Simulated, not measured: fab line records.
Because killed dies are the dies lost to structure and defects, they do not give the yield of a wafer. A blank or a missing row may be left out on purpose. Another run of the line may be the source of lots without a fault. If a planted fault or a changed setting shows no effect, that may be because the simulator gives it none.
Which tool did it? ; flow rit_cmos ; 42 wafers from 14 lots sampled at 3 of the route's 202 steps

== WHAT THE GAUGES READ, wafer by wafer ==
RIT_NLDD_TW_MEAS_10. Usual: NLDD_TW typically reads 2489, with standard deviation 22.
lot;measured;on;NLDD_TW;flag
L141;day 2 20:00;film_metro-03;2524 2522 2515;
L142;day 3 01:53;film_metro-03;2513 2512 2522;
L143;day 3 05:40;film_metro-01;2483 2503 2494;
L144;day 3 10:26;film_metro-01;2506 2495 2487;
L146;day 3 22:26;film_metro-01;2492 2494 2479;
L148;day 4 07:40;film_metro-02;2441 2455 2445;
L150;day 4 20:21;film_metro-01;2486 2486 2499;
L151;day 5 03:59;film_metro-03;2514 2528 2521;
L153;day 5 16:34;film_metro-01;2469 2467 2469;
L156;day 6 08:02;film_metro-03;2506 2496 2483;
L157;day 6 11:36;film_metro-03;2501 2491 2495;
L161;day 7 04:55;film_metro-03;2726 2729 2731;OFF
L162;day 7 13:21;film_metro-03;2499 2498 2483;
L163;day 7 17:52;film_metro-03;2726 2714 2710;OFF

RIT_SDANNEAL_RS_MEAS_07: a four-point-probe measurement. Usual: NLDD_RS typically reads 151.6 ohm/sq, with standard deviation 0.48.
lot;measured;on;NLDD_RS (ohm/sq);flag
L141;day 3 03:44;film_metro-03;150.9 151.3 151.4;
L142;day 3 09:43;film_metro-03;151.2 150.7 151.0;
L143;day 3 13:38;film_metro-02;151.3 151.5 151.7;
L144;day 3 19:32;film_metro-03;151.2 151.8 151.5;
L146;day 4 06:53;film_metro-03;151.6 151.3 151.0;
L148;day 4 15:26;film_metro-02;152.6 152.1 151.7;
L150;day 5 04:05;film_metro-02;151.2 151.6 151.7;
L151;day 5 12:05;film_metro-02;151.3 151.7 151.5;
L153;day 6 00:31;film_metro-02;152.2 152.1 152.0;
L156;day 6 16:59;film_metro-03;152.1 151.5 152.1;
L157;day 6 19:29;film_metro-03;150.5 151.1 150.7;
L161;day 7 12:51;film_metro-03;114.4 113.6 113.8;OFF
L162;day 7 21:29;film_metro-03;151.8 152.0 151.6;
L163;day 8 03:11;film_metro-01;113.9 114.1 113.9;OFF

== EACH LOT AND THE TOOL THAT RAN IT (in order: tool; ch and the chambers of the sampled wafers; start) ==
lot;RIT_NLDD_IMPLANT_08
L141;implanter-01 ch 0, day 2 19:40
L142;implanter-04 ch 0, day 3 01:34
L143;implanter-01 ch 0, day 3 05:20
L144;implanter-04 ch 0, day 3 10:07
L146;implanter-04 ch 0, day 3 22:08
L148;implanter-04 ch 0, day 4 07:21
L150;implanter-02 ch 0, day 4 20:01
L151;implanter-02 ch 0, day 5 03:40
L153;implanter-01 ch 0, day 5 16:14
L156;implanter-01 ch 0, day 6 07:44
L157;implanter-01 ch 0, day 6 11:17
L161;implanter-01 ch 0, day 7 04:37
L162;implanter-02 ch 0, day 7 13:04
L163;implanter-01 ch 0, day 7 17:32
- RIT_NLDD_IMPLANT_08

== WHAT THE TOOLS THEMSELVES READ (means of the sampled wafers that have a number; where no wafer has one, the mark that the record gives instead) ==
RIT_NLDD_IMPLANT_08. Usual: beam_energy_keV 20.000, standard deviation 0.0058; beam_on_s 9.98 s, standard deviation 0.22; dose_ions_cm2 5e+14, standard deviation 5.9e+11; end_station_pressure_torr 6.3e-06 Torr, standard deviation 3e-07; faraday_current_uA 1576, standard deviation 35.
lot;tool;beam_energy_keV;beam_on_s (s);dose_ions_cm2;end_station_pressure_torr (Torr);faraday_current_uA;flag
L141;implanter-01;19.996;10.00;5e+14;6.2e-06;1574;
L142;implanter-04;19.998;9.99;5e+14;6.1e-06;1572;
L143;implanter-01;19.991;9.93;5e+14;6.3e-06;1585;
L144;implanter-04;19.997;10.07;5e+14;6.0e-06;1565;
L146;implanter-04;20.004;10.17;5e+14;6.4e-06;1546;
L148;implanter-04;19.998;9.77;5e+14;6.5e-06;1609;
L150;implanter-02;19.998;9.95;5e+14;6.3e-06;1579;
L151;implanter-02;20.000;9.98;5e+14;6.6e-06;1574;
L153;implanter-01;20.000;9.90;5e+14;6.2e-06;1589;
L156;implanter-01;20.000;10.34;5e+14;6.4e-06;1515;
L157;implanter-01;20.006;10.00;5e+14;6.3e-06;1571;
L161;implanter-01;20.004;9.90;7e+14;7.0e-06;2250;OFF
L162;implanter-02;20.001;10.04;5e+14;6.3e-06;1569;
L163;implanter-01;20.003;9.95;7e+14;7.0e-06;2237;OFF

== THE ANSWER, worked out from the rows above alone ==
Rule: a lot is off if the mean of its wafers that have a number lies more than 3 standard deviations from the usual mean. Also off: a lot with no number at a reading for which 4 or more lots have one. Any other lot the step has rows for is counted as sound. First the gauges in route order, then the tools' own readings, where a lot's mean is used as printed above. The first step at which some lot is off is used, and at that step the reading that is off furthest; a lot without a number counts as furthest.
Off: at RIT_NLDD_TW_MEAS_10 (NLDD_TW), L161, L163.
A tool fits if, at a process step before that reading, it ran every lot that is off, and no sound lot after the first of them. The gauges at RIT_NLDD_TW_MEAS_10 aren't tried: what is off there is off at RIT_NLDD_IMPLANT_08 too, on other tools, and a gauge's error can't cause that. One fits: implanter-01 at RIT_NLDD_IMPLANT_08. Its last sound lot is L157 (day 6 11:17), its first lot that is off L161 (day 7 04:37): a fault that began between those two fits.
The tool's own readings at RIT_NLDD_IMPLANT_08 bear it out: on the lots that are off they differ by more than 5 times the standard deviation of the sound lots' means. dose_ions_cm2 reads 7e+14 there against 5e+14 on the sound lots; faraday_current_uA reads 2244 there against 1571 on the sound lots.

== WHAT HAD BEEN PUT IN BY THE SIMULATOR ==
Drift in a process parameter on implanter-01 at RIT_NLDD_IMPLANT_08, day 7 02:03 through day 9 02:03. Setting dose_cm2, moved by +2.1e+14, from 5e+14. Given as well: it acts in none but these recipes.
Shown lots that were struck: L161, L163. The rule given above showed the same thing.
